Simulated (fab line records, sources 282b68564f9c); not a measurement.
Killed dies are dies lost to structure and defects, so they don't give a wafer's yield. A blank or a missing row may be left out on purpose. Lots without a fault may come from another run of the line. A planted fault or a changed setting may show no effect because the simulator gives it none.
fab line records | flow rit_cmos
record lots=7 wafers=21 last_day=7
route steps=202 shown ACTIVE@19 FOX1@20 FOX2@23 NWELL@28 M1@202
lots that met no fault: from a run of the same line without faults
start_h: hours from the record's first day to the start of the lot's first wafer shown | wait_h: hours since the lot's step before | " the same as in the row above | L1.1+2: a row that stands for several wafers | - no value, or no start given | * or withheld: withheld | < > ~ a bound
route shown NAME@n: a module of which the file shows steps, and the number in the route of the first | usual: mean/standard deviation of fault-free wafers | same: alike in all rows | chamber/n: place in a boat | sites: the reading at each site | _std_site: their standard deviation | _edge_site: outer sites' mean less inner sites' | radius_mm: how far each site lies from the wafer's centre | mask NAME#n: copy n | behind: the tool/chamber that last shaped the wafer | hold: why the lot was held/for how many hours/how that ended | device: the transistor (n, p or np) that didn't switch | end of line: the same wafers' tests at the end of the route | a step without rows: its recipe alone | killed: dies lost to structure and defects at the first sort, not the wafer's yield | map: a wafer's dies, x killed, . not, _ none there
set.NAME: the setting as run; set.NAME@STEP: as run at that earlier step | model.NAME: the simulator's own value behind a step, which no gauge read
lots at some steps of the route; a table a step, a row a wafer
services: from which hour (start_h, from the record's first day; less than 0 if before it) a tool's chamber was out of use, for how many hours, and why
## steps
# step RIT_ACTIVE_CLEAN_17
# recipe chemistry=SC2 mix=3:3:50 time_s=600 temp_c=75 dry=n2_spin
# step RIT_FOX1_OXIDATION_00
# recipe temp_c=1100 ambient=H2O target_thk_a=3507 p_h2o_torr=720 ox_time_s=1130
# step RIT_FOX1_THK_MEAS_01
# recipe reads=SiO2_of_FOX1_OXIDATION_00
# usual FOX1_OXIDE_THK=346/6
# columns lot.wafer tool chamber start_h wait_h FOX1_OXIDE_THK[nm]
L430.3 film_metro-01 - 21.96 0.0 351
L430.5 " - " " 355
L430.6 " - " " 352
L437.1 film_metro-01 - 59.05 0.0 332
L437.2 " - " " 339
L437.5 " - " " 345
L438.2 film_metro-02 - 62.77 0.0 340
L438.4 " - " " 341
L438.6 " - " " 337
L439.1 film_metro-01 - 71.38 0.0 335
L439.3 " - " " 334
L439.6 " - " " 339
L443.1 film_metro-01 - 87.38 0.0 344
L443.4 " - " " 351
L443.6 " - " " 344
L447.1 film_metro-02 - 110.47 0.0 348
L447.5 " - " " 342
L447.6 " - " " 348
L451.1 film_metro-01 - 128.65 0.0 346
L451.2 " - " " 348
L451.3 " - " " 343
# step RIT_FOX1_WET_ETCH_02
# recipe chemistry=BOE target_depth_nm=350 time_s=390 temp_c=21.5 dry=n2_spin dilution=10:1 target=SiO2
# step RIT_FOX2_OXIDATION_00
# recipe temp_c=1100 ambient=H2O target_thk_a=3507 p_h2o_torr=720 ox_time_s=1130
# step RIT_FOX2_THK_MEAS_01
# recipe reads=SiO2_of_FOX2_OXIDATION_00
# usual FOX2_OXIDE_THK=345/6.9
# columns lot.wafer tool chamber start_h wait_h FOX2_OXIDE_THK[nm]
L430.3 film_metro-02 - 23.45 0.0 350
L430.5 " - " " 348
L430.6 " - " " 346
L437.1 film_metro-02 - 60.54 0.0 338
L437.2 " - " " 336
L437.5 " - " " 339
L438.2 film_metro-04 - 64.26 0.0 344
L438.4 " - " " 338
L438.6 " - " " 341
L439.1 film_metro-02 - 72.88 0.0 337
L439.3 " - " " 336
L439.6 " - " " 337
L443.1 film_metro-03 - 93.50 0.0 357
L443.4 " - " " 357
L443.6 " - " " 357
L447.1 film_metro-02 - 111.96 0.0 335
L447.5 " - " " 336
L447.6 " - " " 330
L451.1 film_metro-03 - 130.15 0.0 331
L451.2 " - " " 339
L451.3 " - " " 337
# step RIT_FOX2_CLEAN_02
# recipe chemistry=dHF dilution=50:1 time_s=180
# step RIT_FOX2_WET_ETCH_03
# recipe chemistry=H3PO4 target=Si3N4 target_depth_nm=195 temp_c=165 time_s=2700
# step RIT_FOX2_THK_MEAS_90
# recipe reads=SiO2_of_FOX2_OXIDATION_00
# usual FIELD_OXIDE_LEFT_1_THK=318/6.9
# columns lot.wafer tool chamber start_h wait_h FIELD_OXIDE_LEFT_1_THK[nm]
L430.3 film_metro-02 - 24.41 0.0 323
L430.5 " - " " 321
L430.6 " - " " 319
L437.1 film_metro-04 - 61.49 0.0 310
L437.2 " - " " 308
L437.5 " - " " 311
L438.2 film_metro-03 - 65.21 0.0 317
L438.4 " - " " 311
L438.6 " - " " 314
L439.1 film_metro-04 - 73.83 0.0 309
L439.3 " - " " 309
L439.6 " - " " 310
L443.1 film_metro-03 - 94.45 0.0 330
L443.4 " - " " 329
L443.6 " - " " 330
L447.1 film_metro-03 - 112.84 0.0 308
L447.5 " - " " 308
L447.6 " - " " 303
L451.1 film_metro-04 - 131.02 0.0 303
L451.2 " - " " 311
L451.3 " - " " 310
# step RIT_NWELL_HMDS_00
# recipe prime_time_s=60 prime_temp_c=140
# step RIT_NWELL_COAT_01
# recipe resist=NOVOLAK spin_rpm=2000 resist_thk_nm=1300
# step RIT_NWELL_SOFTBAKE_02
# recipe resist=NOVOLAK temp_c=90 time_s=60
# step RIT_NWELL_EXPOSE_03
# recipe mask_id=M2 na=0.57 target_cd_nm=43900 dose_mj=250
# columns lot.wafer tool chamber start_h wait_h mask model.NWELL.overlay_x_nm
L430.3+5+6 iline_stepper-02 0 24.93 0.1 M2#0 0.1572
L437.1+2+5 iline_stepper-02 0 62.12 0.2 M2#0 -150.8
L438.2+4+6 iline_stepper-02 0 65.73 0.1 M2#0 -151.7
L439.1+3+6 iline_stepper-02 0 74.34 0.1 M2#0 -152
L443.1+4+6 iline_stepper-01 0 95.32 0.5 M2#0 -0.5936
L447.1+5+6 iline_stepper-01 0 113.48 0.2 M2#0 1.493
L451.1+2+3 iline_stepper-01 0 131.53 0.1 M2#0 0.5858
# step RIT_NWELL_PEB_04
# recipe resist=NOVOLAK temp_c=withheld time_s=withheld
# step RIT_NWELL_DEVELOP_05
# recipe resist=NOVOLAK develop_time_s=68 dev_temp_c=23
# step RIT_NWELL_OVL_MEAS_06
# usual NWELL_OVL=0.4/1.4
# columns lot.wafer tool chamber start_h wait_h NWELL_OVL[nm]
L430.3 overlay-01 - 25.34 - 1.0
L430.5 " - " " 1.0
L430.6 " - " " 0.3
L437.1 overlay-02 - 62.55 - -150.0
L437.2 " - " " -151.2
L437.5 " - " " -151.4
L438.2 overlay-02 - 66.15 - -149.9
L438.4 " - " " -149.4
L438.6 " - " " -150.5
L439.1 overlay-02 - 74.77 - -152.3
L439.3 " - " " -152.2
L439.6 " - " " -151.1
L443.1 overlay-02 - 95.75 - -0.7
L443.4 " - " " -0.5
L443.6 " - " " -1.0
L447.1 overlay-02 - 113.94 - -0.9
L447.5 " - " " 0.6
L447.6 " - " " 1.6
L451.1 overlay-01 - 131.96 - 1.6
L451.2 " - " " 1.7
L451.3 " - " " 0.9
# step RIT_NWELL_HARDBAKE_07
# recipe resist=NOVOLAK temp_c=140 time_s=120
# step RIT_M1_PROBE_99
# usual killed_at_contacts=0.1/0.23 killed_at_front_end=7/3 killed_dies=7/3.1 killed_open=3.3/2.1 killed_short=3.3/2
# same gross_dies=264 killed_at_M0_to_M3=0 killed_at_M4_up=0 killed_at_back_side=0 killed_at_other=0
# columns lot.wafer tool chamber start_h wait_h killed_at_contacts killed_at_front_end killed_dies killed_open killed_short model.etest.well_edge_right.line_ohm_um model.etest.well_edge_left.line_ohm_um
L430.3 prober-01 - 62.26 0.2 0 8 8 4 4 181.2 181.7
L430.5 prober-01 - 62.36 0.2 0 2 2 2 0 177.7 183.2
L430.6 prober-01 - 62.41 0.2 0 4 4 1 3 182.7 179.8
L437.1 prober-02 - 106.38 0.1 0 9 9 4 5 192.2 175.9
L437.2 prober-02 - 106.43 0.1 0 10 10 4 6 190.4 176.4
L437.5 prober-02 - 106.58 0.2 0 2 2 2 0 190.6 174.4
L438.2 prober-01 - 107.93 0.1 0 7 7 5 2 187.9 178.2
L438.4 prober-01 - 108.03 0.2 0 7 7 1 6 190.2 175.6
L438.6 prober-01 - 108.13 0.2 0 8 8 4 4 190.2 175.7
L439.1 prober-01 - 120.48 0.1 0 3 3 0 3 190.7 171.2
L439.3 prober-01 - 120.58 0.2 0 2 2 0 2 193.2 175.6
L439.6 prober-01 - 120.73 0.2 0 11 11 3 8 189.6 176.5
L443.1 prober-02 - 137.57 0.1 0 4 4 2 2 180.3 180.3
L443.4 prober-02 - 137.72 0.2 0 8 8 1 7 180.2 183.5
L443.6 prober-02 - 137.82 0.2 0 5 5 1 4 179.7 179.2
L447.1 prober-02 - 152.82 0.1 0 6 6 3 3 181.6 184.3
L447.5 prober-02 - 153.02 0.2 0 7 7 4 3 185.3 181.1
L447.6 prober-02 - 153.07 0.2 0 4 4 3 1 183.6 182.9
L451.1 prober-02 - 169.81 0.1 1 11 12 9 3 181.9 182.3
L451.2 prober-02 - 169.86 0.1 0 8 8 2 6 182.4 183.6
L451.3 prober-02 - 169.91 0.2 1 12 13 9 4 183 182.1
# killed by level:class
L430.3 FOX2:geometric_particle:short=2 FOX2:geometric_particle:open=2 GATE:geometric_particle:open=1 SPACER:geometric_particle:short=1 SILICIDE:geometric_particle:short=1 SILICIDE:geometric_particle:open=1
L430.5 ACTIVE:geometric_particle:open=1 SILICIDE:geometric_particle:open=1
L430.6 FOX2:geometric_particle:short=1 GATE:geometric_particle:short=1 GATE:geometric_particle:open=1 REOX:geometric_particle:short=1
L437.1 GATE:geometric_particle:open=3 GATE:geometric_particle:short=3 SPACER:geometric_particle:short=2 REOX:geometric_particle:open=1
L437.2 SILICIDE:geometric_particle:short=3 GATE:geometric_particle:open=2 GATE:geometric_particle:short=1 REOX:geometric_particle:short=1 SPACER:geometric_particle:open=1 SPACER:geometric_particle:short=1 SILICIDE:geometric_particle:open=1
L437.5 GATE:geometric_particle:open=1 SPACER:geometric_particle:open=1
L438.2 FOX1:geometric_particle:open=2 SPACER:geometric_particle:open=2 FOX1:geometric_particle:short=1 GATE:geometric_particle:open=1 SPACER:geometric_particle:short=1
L438.4 FOX1:geometric_particle:short=3 SPACER:geometric_particle:short=2 REOX:geometric_particle:open=1 SILICIDE:geometric_particle:short=1
L438.6 GATE:geometric_particle:open=3 FOX1:geometric_particle:short=1 FOX1:geometric_particle:open=1 FOX2:geometric_particle:short=1 SPACER:geometric_particle:short=1 SILICIDE:geometric_particle:short=1
L439.1 GATE:geometric_particle:short=1 SPACER:geometric_particle:short=1 SILICIDE:geometric_particle:short=1
L439.3 FOX2:geometric_particle:short=2
L439.6 GATE:geometric_particle:short=3 FOX2:geometric_particle:short=2 SILICIDE:geometric_particle:short=2 SILICIDE:geometric_particle:open=2 REOX:geometric_particle:open=1 SPACER:geometric_particle:short=1
L443.1 REOX:geometric_particle:open=2 FOX1:geometric_particle:short=1 SILICIDE:geometric_particle:short=1
L443.4 SPACER:geometric_particle:short=3 FOX1:geometric_particle:short=2 FOX1:geometric_particle:open=1 GATE:geometric_particle:short=1 REOX:geometric_particle:short=1
L443.6 GATE:geometric_particle:short=2 FOX1:geometric_particle:short=1 FOX2:geometric_particle:short=1 GATE:geometric_particle:open=1
L447.1 SILICIDE:geometric_particle:short=2 SILICIDE:geometric_particle:open=2 GATE:geometric_particle:short=1 REOX:geometric_particle:open=1
L447.5 GATE:geometric_particle:open=2 SILICIDE:geometric_particle:open=2 GATE:geometric_particle:short=1 REOX:geometric_particle:short=1 SILICIDE:geometric_particle:short=1
L447.6 SPACER:geometric_particle:open=2 SILICIDE:geometric_particle:open=1 SILICIDE:geometric_particle:short=1
L451.1 GATE:geometric_particle:open=7 REOX:geometric_particle:short=2 GATE:geometric_particle:short=1 REOX:geometric_particle:open=1 CONTACT:geometric_particle:open=1
L451.2 GATE:geometric_particle:short=3 SPACER:geometric_particle:open=2 FOX2:geometric_particle:short=1 REOX:geometric_particle:short=1 SPACER:geometric_particle:short=1
L451.3 REOX:geometric_particle:open=3 SILICIDE:geometric_particle:open=3 REOX:geometric_particle:short=2 SPACER:geometric_particle:open=2 GATE:geometric_particle:short=1 SPACER:geometric_particle:short=1 CONTACT:geometric_particle:open=1
## services
# columns tool chamber start_h hours kind
iline_stepper-02 - 36.43 1.7 pm
iline_stepper-01 - 96.99 1.7 pm
## key
first_sign step=RIT_NWELL_OVL_MEAS_06 reading=NWELL_OVL direction=down sigmas=99+ usual=0.4 struck=-150.9
effect none on later readings
model_effect step=RIT_NWELL_EXPOSE_03 value=NWELL.overlay_x_nm without=-1.487 struck=-151.5
model_effect step=RIT_M1_PROBE_99 value=etest.well_edge_right.line_ohm_um without=182.3 struck=190.6
met_at RIT_NWELL_EXPOSE_03
struck_wafers L437.1,L437.2,L437.5,L438.2,L438.4,L438.6,L439.1,L439.3,L439.6
tester_left_out L437,L438,L439
onset_between 24.93 62.12
fault kind=scanner_matching_overlay tool=iline_stepper-02 chamber=- onset_h=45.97 steps=RIT_NWELL_EXPOSE_03 offset=-150
# tester_left_out: of these lots the tester's yield and bins aren't shown, on N5 and GAA mostly nor the transistor test; their killed dies are dies lost to structure and defects alone, not to doping, threshold or leakage, so they don't give the yield
